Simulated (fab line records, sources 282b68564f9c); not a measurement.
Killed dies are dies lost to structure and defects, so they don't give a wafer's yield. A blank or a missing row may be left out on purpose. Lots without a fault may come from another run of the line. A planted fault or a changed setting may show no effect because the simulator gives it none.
Which tool did it? | flow rit_cmos | 14 lots, 42 wafers sampled, at 3 steps of a route of 202

WHAT THE GAUGES READ, wafer by wafer
RIT_SDANNEAL_RS_MEAS_06: measures by four-point-probe.
lot  | measured    | on            | PLDD_RS (ohm/sq)
L310 | day 3 12:32 | film_metro-03 | 179.6 179.0 179.1
L311 | day 3 18:35 | film_metro-03 | 179.3 179.4 179.1
L312 | day 3 20:02 | film_metro-02 | 178.7 178.6 178.8
L314 | day 4 01:56 | film_metro-04 | 179.3 179.1 179.4
L315 | day 4 04:23 | film_metro-03 | 178.8 178.6 178.7
L316 | day 4 12:29 | film_metro-03 | 178.6 178.4 178.2
L318 | day 4 20:34 | film_metro-04 | 178.9 179.0 179.3
L319 | day 5 04:24 | film_metro-03 | 179.1 178.7 179.2
L322 | day 5 22:19 | film_metro-04 | 179.1 178.7 179.1
L325 | day 6 10:44 | film_metro-03 | 179.1 179.2 179.3
L327 | day 6 17:52 | film_metro-02 | 179.0 178.8 179.3
L330 | day 7 07:29 | film_metro-04 | 180.0 179.6 179.8
L331 | day 7 13:04 | film_metro-03 | 179.2 178.9 179.2
L332 | day 7 22:05 | film_metro-04 | 179.2 179.5 179.1

RIT_SDANNEAL_RS_MEAS_07: measures by four-point-probe.
lot  | measured    | on            | NLDD_RS (ohm/sq)
L310 | day 3 12:40 | film_metro-03 | 150.8 150.3 150.8
L311 | day 3 18:43 | film_metro-03 | 151.7 151.0 151.4
L312 | day 3 20:10 | film_metro-02 | 152.2 151.9 151.5
L314 | day 4 02:03 | film_metro-04 | 150.7 150.7 150.9
L315 | day 4 04:30 | film_metro-03 | 151.6 151.9 152.0
L316 | day 4 12:37 | film_metro-03 | 151.8 151.6 151.1
L318 | day 4 20:41 | film_metro-04 | 151.0 151.1 151.5
L319 | day 5 04:31 | film_metro-03 | 152.8 152.6 152.6
L322 | day 5 22:26 | film_metro-04 | 151.9 151.9 151.6
L325 | day 6 10:52 | film_metro-03 | 151.8 151.9 151.8
L327 | day 6 17:59 | film_metro-02 | 152.6 152.2 151.5
L330 | day 7 07:36 | film_metro-04 | 152.4 151.8 152.2
L331 | day 7 13:11 | film_metro-03 | 151.3 151.2 151.0
L332 | day 7 22:13 | film_metro-04 | 152.3 152.1 152.2

RIT_CONTACT_THK_MEAS_01.
lot  | measured    | on            | CONTACT_TEOS_THK (nm)
L310 | day 3 13:21 | film_metro-03 | 401 395 406
L311 | day 3 19:24 | film_metro-03 | 390 398 402
L312 | day 3 20:51 | film_metro-02 | 394 400 400
L314 | day 4 02:45 | film_metro-03 | 391 395 398
L315 | day 4 05:11 | film_metro-02 | 394 393 403
L316 | day 4 13:20 | film_metro-03 | 401 399 404
L318 | day 4 21:25 | film_metro-02 | 401 405 404
L319 | day 5 05:13 | film_metro-02 | 393 403 402
L322 | day 5 23:08 | film_metro-01 | 394 396 399
L325 | day 6 11:32 | film_metro-01 | 396 402 404
L327 | day 6 18:41 | film_metro-03 | 400 402 407
L330 | day 7 08:16 | film_metro-03 | 394 401 399
L331 | day 7 13:52 | film_metro-02 | 398 398 403
L332 | day 7 22:53 | film_metro-03 | 397 406 408

WHICH TOOL RAN EACH LOT (tool, then ch and the chambers of the sampled wafers, then the start)
The record holds no process step before these readings.

WHAT THE TOOLS THEMSELVES READ (means of the sampled wafers that have a number; where no wafer has one, the mark that the record gives instead)
The record holds no such reading with a usual standard deviation.

THE ANSWER, worked out from the rows above alone
Rule: what is usual is taken from the lots themselves. Put in order of their means at a reading, lots are off if they are a third of the lots or fewer, leave a main group of 4 or more, and stand apart from it by a gap of 3 or more times the standard deviation of the main group's means; of several such gaps the widest counts. A main group whose means are all the same, to the digits that the tables above print for the reading, isn't used. A lot without any number at a reading at which 4 lots or more have one is off too. The other lots that the step has rows for count as sound. The gauges are gone through in route order, then the tools' own readings, and for those a lot's mean is taken as printed above. The first step at which some lot is off is used, and at that step the reading that is off furthest; a lot without a number counts as furthest.
No lot is off at any reading shown: from this, nothing can be told.

WHAT THE SIMULATOR HAD PUT IN
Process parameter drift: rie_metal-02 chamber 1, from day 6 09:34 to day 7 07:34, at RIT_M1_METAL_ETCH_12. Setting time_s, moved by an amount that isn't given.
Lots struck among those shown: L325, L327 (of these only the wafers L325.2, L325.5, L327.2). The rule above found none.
